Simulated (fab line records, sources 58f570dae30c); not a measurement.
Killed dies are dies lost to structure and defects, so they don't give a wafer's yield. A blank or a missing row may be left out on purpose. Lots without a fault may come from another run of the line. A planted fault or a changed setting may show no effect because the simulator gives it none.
Split-lot experiment | flow berkeley_cmos170 | 5 lots, 23 wafers read, on a route of 331 steps

THE SPLIT
At UCB170_M3_PEB_13, the setting peb_temp_c was moved away from the recipe's 130 C on 10 of the 23 wafers read, by -2.0% to -1.5%. The other wafers ran this setting at the recipe's value.

FROM THE SPLIT TO THE READING: what the file shows between them, 5 steps
- UCB170_M3_DEVELOP_14: develop time 45 s
- UCB170_M3_CD_MEAS_15: target cd 700 nm
- UCB170_M3_ETCH_17: etches BARC in N2/H2
- UCB170_M3_METAL_ETCH_18: etches Al in Cl2/BCl3, stops on SiO2, target depth 1170 nm, time 195 s (also split here: over_etch_frac)
- UCB170_M3_STRIP_19: strips in O2

THE READING
cd_nm, in nm, at UCB170_M3_CD_MEAS_90 (target cd 700 nm). Fault-free wafers of this fab line usually give 700 nm, standard deviation 4.9 nm.

wafer  | tool, chamber at the split | peb_temp_c as run, C | against the recipe | cd_nm, nm | against lot-mates on the recipe
L075.2 | litho_track-04, 0          | 127.4                | -2.0%              | 722       | +18
L075.3 | litho_track-04, 0          | 130                  | recipe             | 704       | -
L075.4 | litho_track-04, 0          | 127.4                | -2.0%              | 722       | +18
L075.5 | litho_track-04, 0          | 127.4                | -2.0%              | 724       | +20
L075.6 | litho_track-04, 0          | 130                  | recipe             | 703       | -
L076.1 | litho_track-03, 0          | 130                  | recipe             | 693       | -
L076.2 | litho_track-03, 0          | 130                  | recipe             | 693       | -
L076.4 | litho_track-03, 0          | 128.1                | -1.5%              | 710       | +16
L076.5 | litho_track-03, 0          | 130                  | recipe             | 696       | -
L076.6 | litho_track-03, 0          | 128.1                | -1.5%              | 710       | +16
L079.1 | litho_track-02, 0          | 130                  | recipe             | 696       | -
L079.4 | litho_track-02, 0          | 130                  | recipe             | 700       | -
L079.6 | litho_track-02, 0          | 130                  | recipe             | 700       | -
L081.1 | litho_track-03, 0          | 127.7                | -1.8%              | 715       | +20
L081.2 | litho_track-03, 0          | 127.7                | -1.8%              | 711       | +16
L081.3 | litho_track-03, 0          | 127.7                | -1.8%              | 712       | +18
L081.4 | litho_track-03, 0          | 130                  | recipe             | 695       | -
L081.5 | litho_track-03, 0          | 130                  | recipe             | 694       | -
L084.1 | litho_track-04, 0          | 127.9                | -1.6%              | 708       | +15
L084.2 | litho_track-04, 0          | 130                  | recipe             | 693       | -
L084.3 | litho_track-04, 0          | 130                  | recipe             | 694       | -
L084.5 | litho_track-04, 0          | 130                  | recipe             | 691       | -
L084.6 | litho_track-04, 0          | 127.9                | -1.6%              | 711       | +18

THE FIT
A straight line over all 23 wafers: cd_nm changes by -10.8 nm for each +1% of peb_temp_c; r = -0.92; the points scatter about the line by 4.1 nm.
The same after taking each lot's own level away (the mean of its wafers on the recipe; 23 wafers): -10.1 nm for each +1%; r = -0.99; scatter 1.5 nm.
On that fit, the largest move of peb_temp_c shifts the reading by 20 nm.
The lots' own levels span 692.7 to 703.5 nm, that is 2.2 times the standard deviation above.
So the lot-to-lot level changes the slope little: the two slopes agree.
Check: with one of the wafers moved furthest among these (-2.0%) left out of the fit, the line predicts +20.5 nm for it against its lot-mates. It came out at +18.5 nm against them.

OTHER SPLITS ON THESE WAFERS
These wafers also went through other splits before the reading. Each is held against what the fit with the lots' levels taken away leaves over:
other split on the same wafers         | wafers away from the commonest value | r with cd_nm (lot level and that fit taken away)
UCB170_V2_COAT_07 resist_thk_nm        | 10                                   | +0.10
UCB170_M3_SPUTTER_01 power_w           | 11                                   | -0.21
UCB170_M3_METAL_ETCH_18 over_etch_frac | 10                                   | -0.30

THE WHOLE CHAIN: every reading that the file lists as answering this split, in the file's order
step                    | what it does                                                           | reading                                                   | change (the file's fit)              | r (the file's)
UCB170_M3_CD_MEAS_15    | target cd 700 nm                                                       | cd_nm                                                     | -9.38 nm for each +1% of the setting | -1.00
UCB170_M3_ETCH_17       | etches BARC in N2/H2                                                   | M3.cd_nm (the simulator's own value, which no gauge read) | -9.34 nm for each +1% of the setting | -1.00
UCB170_M3_METAL_ETCH_18 | etches Al in Cl2/BCl3, stops on SiO2, target depth 1170 nm, time 195 s | M3.cd_nm (the simulator's own value, which no gauge read) | -10.1 nm for each +1% of the setting | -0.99
UCB170_M3_CD_MEAS_90    | target cd 700 nm                                                       | cd_nm                                                     | -10.1 nm for each +1% of the setting | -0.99

THE FILE'S OWN FIT
cd_nm changes by -10.1 nm for each +1% of peb_temp_c, r = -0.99.
